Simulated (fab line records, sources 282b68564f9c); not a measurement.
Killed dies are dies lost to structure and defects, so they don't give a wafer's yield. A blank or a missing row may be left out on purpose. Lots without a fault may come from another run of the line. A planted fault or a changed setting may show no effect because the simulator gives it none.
Which tool did it? | flow rit_cmos | 9 lots, 27 wafers sampled, at 2 steps of a route of 202

WHAT THE GAUGES READ, wafer by wafer
RIT_SDANNEAL_RS_MEAS_04: measures by four-point-probe.
lot  | measured    | on            | PSD_RS (ohm/sq)
L706 | day 3 02:03 | film_metro-03 | 115.88 115.81 116.16
L707 | day 3 06:16 | film_metro-03 | 115.97 115.77 115.57
L708 | day 3 12:16 | film_metro-04 | 115.83 116.11 116.17
L709 | day 3 18:51 | film_metro-04 | 115.87 115.77 115.97
L710 | day 3 22:43 | film_metro-04 | 116.39 116.48 115.99
L711 | day 4 03:21 | film_metro-01 | 50.45 50.42 50.40
L712 | day 4 08:02 | film_metro-01 | 50.44 50.50 50.52
L713 | day 4 15:13 | film_metro-03 | 50.71 50.77 50.60
L714 | day 5 00:01 | film_metro-01 | 50.41 50.39 50.43

WHICH TOOL RAN EACH LOT (tool, then ch and the chambers of the sampled wafers, then the start)
lot  | RIT_PSD_IMPLANT_08
L706 | implanter-01 ch 0, day 3 01:14
L707 | implanter-03 ch 0, day 3 05:27
L708 | implanter-03 ch 0, day 3 11:26
L709 | implanter-02 ch 0, day 3 18:01
L710 | implanter-01 ch 0, day 3 21:53
L711 | implanter-02 ch 0, day 4 02:31
L712 | implanter-01 ch 0, day 4 07:15
L713 | implanter-01 ch 0, day 4 14:25
L714 | implanter-03 ch 0, day 4 23:13
- RIT_PSD_IMPLANT_08

WHAT THE TOOLS THEMSELVES READ (means of the sampled wafers that have a number; where no wafer has one, the mark that the record gives instead)
The record holds no such reading with a usual standard deviation.

THE ANSWER, worked out from the rows above alone
Rule: what is usual is taken from the lots themselves. Put in order of their means at a reading, lots are off if they are a third of the lots or fewer, leave a main group of 4 or more, and stand apart from it by a gap of 3 or more times the standard deviation of the main group's means; of several such gaps the widest counts. A main group whose means are all the same, to the digits that the tables above print for the reading, isn't used. A lot without any number at a reading at which 4 lots or more have one is off too. The other lots that the step has rows for count as sound. The gauges are gone through in route order, then the tools' own readings, and for those a lot's mean is taken as printed above. The first step at which some lot is off is used, and at that step the reading that is off furthest; a lot without a number counts as furthest.
No lot is off at any reading shown: from this, nothing can be told.

WHAT THE SIMULATOR HAD PUT IN
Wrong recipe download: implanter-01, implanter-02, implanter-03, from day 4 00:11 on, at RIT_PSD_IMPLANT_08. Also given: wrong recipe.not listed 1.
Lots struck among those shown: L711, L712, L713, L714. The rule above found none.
